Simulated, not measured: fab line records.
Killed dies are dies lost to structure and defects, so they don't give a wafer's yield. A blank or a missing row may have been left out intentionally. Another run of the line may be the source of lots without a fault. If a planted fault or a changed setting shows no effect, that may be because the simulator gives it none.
Lot-split experiment    flow berkeley-cmos170    on a route of 331 steps: 5 lots, 23 wafers read

== THE SPLIT ==
At UCB170_M1_COAT_04 (resist thk 900 nm), the setting spin-rpm was moved away from the recipe's 1500 rpm on 8 of the 23 wafers read, by +5.1% to +7.1%. All remaining wafers had this setting at the recipe value.

Reading taken at the split's own step.

== THE READING ==
KrF_of_M1_COAT_04.thk-nm (the simulator's own value, which no gauge read), in nm, at UCB170_M1_COAT_04 (resist thk 900 nm). The file does not state a usual value for it. Across the 15 wafers here that went through the recipe, the average is 901.9 nm and the standard deviation 1.9 nm.

wafer   tool, chamber at the split  spin-rpm as run, rpm  against the recipe  KrF_of_M1_COAT_04.thk-nm, nm  against lot-mates on the recipe
L074.3  litho-track-02, 0           1500                  recipe              899.5                         -
L074.4  litho-track-02, 0           1500                  recipe              901.7                         -
L074.5  litho-track-02, 0           1500                  recipe              901.5                         -
L076.1  litho-track-01, 0           1593                  +6.2%               878.4                         -23.8
L076.3  litho-track-01, 0           1500                  recipe              901.5                         -
L076.4  litho-track-01, 0           1593                  +6.2%               874.7                         -27.4
L076.5  litho-track-01, 0           1593                  +6.2%               877.1                         -25.0
L076.6  litho-track-01, 0           1500                  recipe              902.8                         -
L075.2  litho-track-02, 0           1500                  recipe              899.7                         -
L075.3  litho-track-02, 0           1500                  recipe              899.1                         -
L075.4  litho-track-02, 0           1500                  recipe              901.6                         -
L075.5  litho-track-02, 0           1606                  +7.1%               872.2                         -27.9
L075.6  litho-track-02, 0           1606                  +7.1%               867.4                         -32.7
L078.1  litho-track-02, 0           1500                  recipe              905                           -
L078.2  litho-track-02, 0           1500                  recipe              904.8                         -
L078.3  litho-track-02, 0           1500                  recipe              903                           -
L078.4  litho-track-02, 0           1500                  recipe              903.4                         -
L078.5  litho-track-02, 0           1500                  recipe              904.2                         -
L085.1  litho-track-04, 0           1576                  +5.1%               880.1                         -20.4
L085.3  litho-track-04, 0           1576                  +5.1%               878.5                         -22.0
L085.4  litho-track-04, 0           1576                  +5.1%               876.6                         -23.9
L085.5  litho-track-04, 0           1500                  recipe              899.8                         -
L085.6  litho-track-04, 0           1500                  recipe              901.1                         -

THE FIT
A straight line over all 23 wafers: KrF_of_M1_COAT_04.thk-nm changes by -4.37 nm for each +1% of spin-rpm; r = -0.99; the points scatter about the line by 2.1 nm.
The same after taking each lot's own level away (the mean of its wafers on the recipe; 23 wafers): -4.23 nm for each +1%; r = -0.99; scatter 1.4 nm.
The reading moves by 30 nm for the largest change in spin-rpm, on that fit.
From 900.13 to 904.08 nm: that is the span of the lots' own levels, equal to 2.1 times the standard deviation above.
Consequently the slope shifts little with the lot-to-lot level, the two slopes agreeing.
Check: -30.3 nm against its lot-mates is what the line predicts for one of the wafers moved furthest among these (+7.1%) when that wafer is left out of the fit. Against them it came out at -27.9 nm.

== OTHER SPLITS APPLIED TO THESE WAFERS ==
Note: prior to the reading, these wafers also went through further splits. Each is held against what the fit with the lots' levels taken away leaves over:
other split on the same wafers    wafers away from the commonest value  r with KrF_of_M1_COAT_04.thk-nm (lot level and that fit taken away)
UCB170_CONTACT_CVD_01 time-s      10                                    -0.12
UCB170_CONTACT_EXPOSE_12 dose-mj  9                                     +0.16

== THE FILE'S OWN FIT ==
KrF_of_M1_COAT_04.thk-nm changes by -4.24 nm for each +1% of spin-rpm, r = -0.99.
